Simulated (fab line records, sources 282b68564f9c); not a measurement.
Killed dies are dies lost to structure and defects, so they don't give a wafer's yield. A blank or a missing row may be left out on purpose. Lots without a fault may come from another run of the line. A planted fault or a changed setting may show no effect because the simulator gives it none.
Which tool did it? | flow rit_cmos | 14 lots, 42 wafers sampled, at 4 steps of a route of 202

WHAT THE GAUGES READ, wafer by wafer
RIT_FOX1_THK_MEAS_01.
lot  | measured    | on            | FOX1_OXIDE_THK (nm)
L580 | day 1 18:59 | film_metro-04 | 352 352 348
L582 | day 2 04:18 | film_metro-04 | 343 347 340
L583 | day 2 08:56 | film_metro-04 | 352 355 354
L588 | day 3 11:43 | film_metro-01 | 344 347 345
L590 | day 3 21:32 | film_metro-04 | 348 347 346
L591 | day 4 01:28 | film_metro-01 | 347 349 345
L592 | day 4 06:39 | film_metro-01 | 358 359 359
L595 | day 4 22:38 | film_metro-01 | 346 339 350
L597 | day 5 08:36 | film_metro-04 | 350 352 346
L598 | day 5 11:49 | film_metro-04 | 351 358 356
L599 | day 5 16:35 | film_metro-01 | 356 354 355
L600 | day 5 23:52 | film_metro-04 | 345 339 339
L601 | day 6 04:37 | film_metro-04 | 331 332 328
L602 | day 6 08:14 | film_metro-01 | 348 343 346

RIT_FOX2_THK_MEAS_01.
lot  | measured    | on            | FOX2_OXIDE_THK (nm)
L580 | day 1 20:28 | film_metro-02 | 364 360 358
L582 | day 2 05:52 | film_metro-01 | 356 359 348
L583 | day 2 10:32 | film_metro-01 | 364 364 354
L588 | day 3 13:13 | film_metro-01 | 344 347 346
L590 | day 3 23:36 | film_metro-02 | 349 347 349
L591 | day 4 02:57 | film_metro-03 | 354 349 347
L592 | day 4 08:08 | film_metro-02 | 356 360 360
L595 | day 5 00:07 | film_metro-02 | 353 347 351
L597 | day 5 10:30 | film_metro-02 | 351 351 351
L598 | day 5 14:12 | film_metro-03 | 351 358 358
L599 | day 5 18:04 | film_metro-03 | 352 355 350
L600 | day 6 01:22 | film_metro-02 | 346 343 347
L601 | day 6 06:08 | film_metro-01 | 342 345 343
L602 | day 6 10:37 | film_metro-01 | 340 341 336

RIT_WELLDRIVE_RS_MEAS_02: measures by four-point-probe.
lot  | measured    | on            | PWELL_RS (ohm/sq)
L580 | day 2 06:40 | film_metro-01 | 427.9 428.2 427.2
L582 | day 2 15:44 | film_metro-01 | 429.6 431.3 429.2
L583 | day 2 20:19 | film_metro-01 | 429.6 429.5 429.1
L588 | day 3 23:37 | film_metro-03 | 427.5 428.1 428.0
L590 | day 4 09:43 | film_metro-04 | 430.6 430.4 428.8
L591 | day 4 13:19 | film_metro-03 | 428.3 426.8 426.6
L592 | day 4 18:27 | film_metro-03 | 429.5 429.0 429.7
L595 | day 5 09:52 | film_metro-01 | 429.3 431.1 429.0
L597 | day 5 20:01 | film_metro-04 | 427.9 427.9 427.6
L598 | day 5 23:59 | film_metro-01 | 429.9 430.1 432.6
L599 | day 6 03:55 | film_metro-03 | 428.6 428.8 429.3
L600 | day 6 10:45 | film_metro-04 | 428.2 428.0 427.8
L601 | day 6 16:04 | film_metro-01 | 428.7 429.3 428.1
L602 | day 6 20:46 | film_metro-01 | 431.1 431.3 431.7

WHICH TOOL RAN EACH LOT (tool, then ch and the chambers of the sampled wafers, then the start)
lot  | RIT_ACTIVE_SOFTBAKE_07
L580 | litho_track-04 ch 0, day 1 15:12
L582 | litho_track-02 ch 0, day 2 00:14
L583 | litho_track-01 ch 0, day 2 05:50
L588 | litho_track-01 ch 0, day 3 05:53
L590 | litho_track-02 ch 0, day 3 18:20
L591 | litho_track-01 ch 0, day 3 22:30
L592 | litho_track-04 ch 0, day 4 03:21
L595 | litho_track-02 ch 0, day 4 18:13
L597 | litho_track-02 ch 0, day 5 03:48
L598 | litho_track-04 ch 0, day 5 08:13
L599 | litho_track-04 ch 0, day 5 13:32
L600 | litho_track-02 ch 0, day 5 18:08
L601 | litho_track-04 ch 0, day 6 00:23
L602 | litho_track-04 ch 0, day 6 05:16
- RIT_ACTIVE_SOFTBAKE_07: time 60 s.

WHAT THE TOOLS THEMSELVES READ (means of the sampled wafers that have a number; where no wafer has one, the mark that the record gives instead)
RIT_ACTIVE_SOFTBAKE_07.
lot  | tool           | heater_power_total_W (W) | run_length_s (s)
L580 | litho_track-04 | 34.59                    | 88.80
L582 | litho_track-02 | 34.57                    | 88.96
L583 | litho_track-01 | 34.60                    | 89.30
L588 | litho_track-01 | 37.13                    | 75.45
L590 | litho_track-02 | 34.50                    | 89.09
L591 | litho_track-01 | 37.21                    | 75.36
L592 | litho_track-04 | 34.56                    | 88.95
L595 | litho_track-02 | 34.56                    | 88.97
L597 | litho_track-02 | 34.54                    | 88.94
L598 | litho_track-04 | 34.53                    | 88.84
L599 | litho_track-04 | 34.58                    | 88.99
L600 | litho_track-02 | 34.58                    | 88.99
L601 | litho_track-04 | 34.58                    | 88.91
L602 | litho_track-04 | 34.55                    | 88.80

THE ANSWER, worked out from the rows above alone
Rule: what is usual is taken from the lots themselves. Put in order of their means at a reading, lots are off if they are a third of the lots or fewer, leave a main group of 4 or more, and stand apart from it by a gap of 3 or more times the standard deviation of the main group's means; of several such gaps the widest counts. A main group whose means are all the same, to the digits that the tables above print for the reading, isn't used. A lot without any number at a reading at which 4 lots or more have one is off too. The other lots that the step has rows for count as sound. The gauges are gone through in route order, then the tools' own readings, and for those a lot's mean is taken as printed above. The first step at which some lot is off is used, and at that step the reading that is off furthest; a lot without a number counts as furthest.
Off: L588, L591, at RIT_ACTIVE_SOFTBAKE_07 (run_length_s). The main group: mean 88.96 s, standard deviation 0.13.
A tool fits if, at that step or a process step before it, it ran every lot that is off, and no sound lot after the first of them. One fits: litho_track-01 at RIT_ACTIVE_SOFTBAKE_07. Its last sound lot is L583 (day 2 05:50), its first lot that is off L588 (day 3 05:53): a fault that began between those two fits.
The tool's own readings at RIT_ACTIVE_SOFTBAKE_07 bear it out: on the lots that are off they differ by more than 5 times the standard deviation of the sound lots' means. heater_power_total_W reads 37.17 W there against 34.56 W on the sound lots; run_length_s reads 75.41 s there against 88.96 s on the sound lots.

WHAT THE SIMULATOR HAD PUT IN
Process parameter drift: litho_track-01, from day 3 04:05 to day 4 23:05, at RIT_ACTIVE_SOFTBAKE_07. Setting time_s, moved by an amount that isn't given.
Lots struck among those shown: L588, L591. The rule above found the same.
